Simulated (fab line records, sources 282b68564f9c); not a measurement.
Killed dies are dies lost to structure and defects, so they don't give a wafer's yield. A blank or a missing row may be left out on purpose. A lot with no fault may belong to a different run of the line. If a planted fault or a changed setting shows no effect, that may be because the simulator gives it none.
Problem report in the 8D (eight disciplines) form, filled by code -- flow ritCmos -- the parts of the form that need people (team, actions taken, sign-off) are left out

== 1. WHAT WENT WRONG ==
Mean PRETRO_OVL at RIT_PRETRO_OVL_MEAS_06: 130.2 nm over 12 wafers in 4 lots; fault-free wafers: 0.5 nm, standard deviation 1.5. Measured from the usual mean, that is +86 standard deviations.
Earliest sighting: wafer L967.3 on overlay-01 at day 5 23:55. The record holds 48 wafers of 16 lots with a number at this step. The rule behind "out" and "out of limits": a value lying over 4 standard deviations away from the usual mean. The rest of the wafers with a number are treated as sound.

== 2. WHAT IT IS AND WHAT IT IS NOT ==
question,is,is not
which readings at this step,PRETRO_OVL,-
which lots,"L967, L968, L969, L971","L950, L951, L952, L953, L954, L955, L961, L962, L963, L964, L965, L970"
which wafers of those lots,all that have a number,-
read on which gauges,"overlay-01, overlay-02",-
when,from day 5 23:55,up to then (33 sound wafers); but 3 sound wafers of L970 came after

== 3. SUSPECTS, AND WHAT RULES EACH OUT ==
Counting: a tool at any process step up to the reading remains a suspect when it ran all the lots that are out and ran no sound lot after the first of those.
- ruled out: the gauge at RIT_PRETRO_OVL_MEAS_06. Those wafers that are out were read across 2 gauges (overlay-01, overlay-02).
- ilineStepper-01 at RIT_PRETRO_EXPOSE_03 (exposes mask M5, target cd 43700 nm): kept. Every lot that is out went through it, starting with L967 (day 5 23:31), and after that it ran no sound lot; the last sound lot it ran before then is L965 (day 5 12:19).
After counting, what remains is ilineStepper-01 at RIT_PRETRO_EXPOSE_03.

== 4. THE CAUSE (what the simulator had put in) ==
Scanner matching overlay: ilineStepper-01, from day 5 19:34 on, at RIT_PRETRO_EXPOSE_03. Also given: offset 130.
The count eliminated every tool but this one.

== 5. THE CHAIN OF EFFECTS, in route order ==
Rows list readings where the struck wafers' mean (over those with a number) sits beyond 3 standard deviations from the usual. Readings are gone through only where the record gives a usual standard deviation; hours: the median, over the lots, of the time from a lot's start at the first step in this table giving one to that lot's start at this step; sigmas: the change measured in usual standard deviations.
hours,step,reading,usual,on struck wafers,change,sigmas
0,RIT_PRETRO_OVL_MEAS_06,PRETRO_OVL,0.5 nm,130.2,+129.7,+86

== 6. WHAT WOULD HAVE CAUGHT IT SOONER ==
In this record the first reading out of limits at a measuring or inspecting step was taken at day 5 23:55, 4 hours after the fault began at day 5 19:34.
Among the 4 lots that are out, L968, L969, L971 began RIT_PRETRO_EXPOSE_03 on ilineStepper-01 after day 5 23:55. A hold on the tool at that time would have spared those 3.
